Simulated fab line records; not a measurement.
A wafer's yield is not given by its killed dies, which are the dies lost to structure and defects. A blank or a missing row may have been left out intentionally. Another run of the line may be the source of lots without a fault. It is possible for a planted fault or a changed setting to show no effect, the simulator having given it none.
The tool behind it: which one? | flow berkeley-cmos170 | 15 lots with 45 wafers sampled at 6 steps, on a route of 331 steps

WHAT THE GAUGES SHOWED, per wafer
UCB170_PLDD_OVL_MEAS_07.
lot  | measured     | on         | PLDD_OVL (nm)
L240 | day 7 05:00  | overlay-01 | 5 -3 -4
L239 | day 7 05:02  | overlay-02 | 2 4 4
L244 | day 7 17:31  | overlay-02 | 2 4 0
L242 | day 7 17:45  | overlay-02 | 8 -2 4
L245 | day 7 17:48  | overlay-01 | 6 7 15
L246 | day 7 21:53  | overlay-01 | 8 11 7
L247 | day 7 22:14  | overlay-01 | 4 5 9
L248 | day 8 06:59  | overlay-01 | -2 0 5
L249 | day 8 23:57  | overlay-01 | 1 7 4
L254 | day 9 08:49  | overlay-01 | 3 3 7
L253 | day 9 12:04  | overlay-01 | 3 -1 5
L255 | day 9 22:29  | overlay-01 | 6 10 3
L252 | day 9 22:58  | overlay-01 | -10 0 -6
L259 | day 11 07:42 | overlay-01 | 7 1 10
L260 | day 11 07:46 | overlay-02 | -4 0 0

UCB170_PLDD_TW_MEAS_11.
lot  | measured     | on            | PLDD_TW
L240 | day 7 05:26  | film-metro-03 | 1011 1006 1005
L239 | day 7 05:28  | film-metro-02 | 1004 1005 1005
L244 | day 7 17:58  | film-metro-03 | 1011 1005 1010
L242 | day 7 18:12  | film-metro-02 | 1002 1003 1004
L245 | day 7 18:16  | film-metro-03 | 1007 1001 1005
L246 | day 7 22:19  | film-metro-02 | 1000 1003 1002
L247 | day 7 22:40  | film-metro-01 | 1010 1008 1008
L248 | day 8 07:29  | film-metro-02 | 1007 1001 1003
L249 | day 9 00:23  | film-metro-01 | 1004 1008 1000
L254 | day 9 09:16  | film-metro-02 | 998 998 1000
L253 | day 9 12:31  | film-metro-02 | 993 1002 996
L255 | day 9 22:56  | film-metro-01 | 1004 998 1011
L252 | day 9 23:44  | film-metro-01 | 1149 1144 1142
L259 | day 11 08:28 | film-metro-02 | 1147 1145 1143
L260 | day 11 08:31 | film-metro-01 | 1138 1138 1137

UCB170_SDANNEAL_RS_MEAS_04: the measuring method here is four-point-probe.
lot  | measured     | on            | PLDD_RS (ohm/sq)
L240 | day 7 16:21  | film-metro-02 | 1033.0 1033.0 1033.5
L239 | day 7 16:35  | film-metro-01 | 1030.9 1030.4 1033.0
L244 | day 8 07:14  | film-metro-02 | 1030.2 1031.9 1034.0
L242 | day 8 07:29  | film-metro-03 | 1035.6 1035.5 1035.6
L245 | day 8 07:14  | film-metro-01 | 1034.3 1033.7 1033.0
L246 | day 8 12:35  | film-metro-01 | 1033.2 1032.7 1031.0
L247 | day 8 12:23  | film-metro-03 | 1031.3 1029.5 1030.1
L248 | day 8 20:17  | film-metro-03 | 1033.1 1031.8 1030.4
L249 | day 9 16:15  | film-metro-03 | 1026.4 1025.7 1028.6
L254 | day 9 22:11  | film-metro-02 | 1029.9 1028.5 1030.1
L253 | day 9 22:01  | film-metro-03 | 1032.7 1032.1 1034.1
L255 | day 10 12:32 | film-metro-02 | 1032.4 1033.7 1031.1
L252 | day 10 12:57 | film-metro-03 | 753.4 755.0 751.6
L259 | day 11 20:02 | film-metro-02 | 756.7 756.5 759.0
L260 | day 11 19:52 | film-metro-01 | 759.2 757.1 761.5

EACH LOT AND THE TOOL THAT RAN IT (in order: tool; ch and the chambers of the sampled wafers; start)
lot  | UCB170_GATE_ETCH_14                | UCB170_GATE_ETCH_15              | UCB170_PLDD_IMPLANT_09
L240 | rie-diel-04 ch 0,1, day 7 02:55    | rie-si-01 ch 1,2, day 7 02:57    | implanter-02 ch 0, day 7 05:12
L239 | rie-diel-03 ch 0,2,3, day 7 03:13  | rie-si-02 ch 0,2,3, day 7 03:16  | implanter-04 ch 0, day 7 05:13
L244 | rie-diel-03 ch 1,3, day 7 15:40    | rie-si-02 ch 0,1, day 7 15:42    | implanter-04 ch 0, day 7 17:43
L242 | rie-diel-02 ch 0,2,3, day 7 15:47  | rie-si-01 ch 0,1,2, day 7 15:50  | implanter-02 ch 0, day 7 17:59
L245 | rie-diel-04 ch 0,1, day 7 16:03    | rie-si-02 ch 1,2,3, day 7 16:05  | implanter-04 ch 0, day 7 18:01
L246 | rie-diel-02 ch 0,1,2, day 7 20:20  | rie-si-02 ch 1,2, day 7 20:23    | implanter-03 ch 0, day 7 22:05
L247 | rie-diel-03 ch 0,3, day 7 20:31    | rie-si-01 ch 0,1,2, day 7 20:33  | implanter-02 ch 0, day 7 22:25
L248 | rie-diel-04 ch 2,3, day 8 03:36    | rie-si-02 ch 1,2, day 8 03:38    | implanter-02 ch 0, day 8 07:10
L249 | rie-diel-03 ch 1,2,3, day 8 22:17  | rie-si-01 ch 0,2,3, day 8 22:19  | implanter-04 ch 0, day 9 00:08
L254 | rie-diel-04 ch 0,2,3, day 9 05:41  | rie-si-02 ch 0,1,2, day 9 05:44  | implanter-02 ch 0, day 9 09:01
L253 | rie-diel-03 ch 0,2,3, day 9 10:32  | rie-si-01 ch 0,1, day 9 10:34    | implanter-03 ch 0, day 9 12:16
L255 | rie-diel-02 ch 0,2,3, day 9 20:47  | rie-si-02 ch 0,1,3, day 9 20:50  | implanter-03 ch 0, day 9 22:43
L252 | rie-diel-04 ch 0,1,3, day 9 21:04  | rie-si-01 ch 1,2,3, day 9 21:06  | implanter-02 ch 0, day 9 23:10
L259 | rie-diel-03 ch 0,1,3, day 11 01:57 | rie-si-01 ch 1,2,3, day 11 01:59 | implanter-04 ch 0, day 11 07:55
L260 | rie-diel-04 ch 1,2,3, day 11 02:11 | rie-si-02 ch 0,1,3, day 11 02:14 | implanter-03 ch 0, day 11 07:59
- UCB170_GATE_ETCH_14: etches BARC in N2/H2.
- UCB170_GATE_ETCH_15: etches poly-Si in HBr/Cl2, stops on SiO2, time 56.3 s, target depth 278.2 nm.
- UCB170_PLDD_IMPLANT_09

AS READ BY THE TOOLS THEMSELVES (means over the sampled wafers that have a number; for cases with no such wafer, the mark the record gives instead)
UCB170_GATE_ETCH_14.
lot  | tool        | drypump-motor-current-A (A) | h2-flow-sccm (sccm) | oes-product-au (a.u.) | throttle-valve-pct (%)
L240 | rie-diel-04 | 5.2                         | 200.1               | 1.007                 | 13.50
L239 | rie-diel-03 | 5.9                         | 200.6               | 0.983                 | 13.18
L244 | rie-diel-03 | 5.9                         | 200.0               | 0.989                 | 13.38
L242 | rie-diel-02 | 5.8                         | 200.4               | 1.021                 | 13.48
L245 | rie-diel-04 | 5.5                         | 199.9               | 1.010                 | 13.45
L246 | rie-diel-02 | 5.8                         | 199.8               | 1.010                 | 13.24
L247 | rie-diel-03 | 5.9                         | 199.4               | 0.985                 | 13.23
L248 | rie-diel-04 | 5.4                         | 200.1               | 0.980                 | 13.34
L249 | rie-diel-03 | 5.9                         | 200.3               | 0.989                 | 13.34
L254 | rie-diel-04 | 5.6                         | 199.9               | 0.982                 | 13.33
L253 | rie-diel-03 | 5.9                         | 200.6               | 0.981                 | 13.19
L255 | rie-diel-02 | 5.7                         | 200.3               | 1.021                 | 13.47
L252 | rie-diel-04 | 5.5                         | 199.8               | 0.988                 | 13.39
L259 | rie-diel-03 | 6.1                         | 200.2               | 0.972                 | 13.26
L260 | rie-diel-04 | 5.4                         | 199.8               | 0.986                 | 13.39

UCB170_GATE_ETCH_15.
lot  | tool      | drypump-motor-current-A (A) | oes-product-au (a.u.) | throttle-valve-pct (%)
L240 | rie-si-01 | 6.2                         | 0.844                 | 26.63
L239 | rie-si-02 | 5.7                         | 0.836                 | 26.41
L244 | rie-si-02 | 5.4                         | 0.824                 | 26.42
L242 | rie-si-01 | 6.0                         | 0.826                 | 26.54
L245 | rie-si-02 | 5.4                         | 0.836                 | 26.51
L246 | rie-si-02 | 5.3                         | 0.835                 | 26.48
L247 | rie-si-01 | 6.0                         | 0.831                 | 26.55
L248 | rie-si-02 | 5.5                         | 0.840                 | 26.42
L249 | rie-si-01 | 5.8                         | 0.824                 | 26.56
L254 | rie-si-02 | 5.6                         | 0.826                 | 26.37
L253 | rie-si-01 | 5.8                         | 0.829                 | 26.47
L255 | rie-si-02 | 5.5                         | 0.828                 | 26.46
L252 | rie-si-01 | 5.9                         | 0.837                 | 26.61
L259 | rie-si-01 | 5.9                         | 0.838                 | 26.62
L260 | rie-si-02 | 5.5                         | 0.840                 | 26.46

UCB170_PLDD_IMPLANT_09.
lot  | tool         | beam-on-s (s)
L240 | implanter-02 | 10.11
L239 | implanter-04 | 9.90
L244 | implanter-04 | 10.05
L242 | implanter-02 | 9.87
L245 | implanter-04 | 10.01
L246 | implanter-03 | 9.87
L247 | implanter-02 | 10.20
L248 | implanter-02 | 10.11
L249 | implanter-04 | 9.98
L254 | implanter-02 | 9.94
L253 | implanter-03 | 10.27
L255 | implanter-03 | 9.88
L252 | implanter-02 | 10.00
L259 | implanter-04 | 10.10
L260 | implanter-03 | 9.99

THE ANSWER, worked out from the rows above alone
Rule: the usual values come from the lots themselves. Put in order of their means at a reading, lots are off if they are a third of the lots or fewer, leave a main group of 4 or more, and stand apart from it by a gap of 3 or more times the standard deviation of the main group's means; of several such gaps the widest counts. Not used: any main group whose means are identical at the precision the tables above print for the reading. Also off: a lot with no number at a reading for which 4 or more lots have one. All remaining lots with rows at the step are treated as sound. Order of review: gauges by route order, followed by the tools' own readings, for which a lot's mean as printed above is used. At the first step where some lot is off, the reading lying furthest off is the one used; lots without a number count as furthest.
Off: L252, L259, L260, seen at UCB170_PLDD_TW_MEAS_11 (PLDD_TW). For the main group the mean is 1004 and the standard deviation 3.4.
If a tool, at a process step before that reading, ran all the lots that are off and no sound lot after the first of them, it fits. The gauges at UCB170_PLDD_TW_MEAS_11 are tried like those tools. None of those tried fits.

WHAT THE SIMULATOR HAD PUT IN
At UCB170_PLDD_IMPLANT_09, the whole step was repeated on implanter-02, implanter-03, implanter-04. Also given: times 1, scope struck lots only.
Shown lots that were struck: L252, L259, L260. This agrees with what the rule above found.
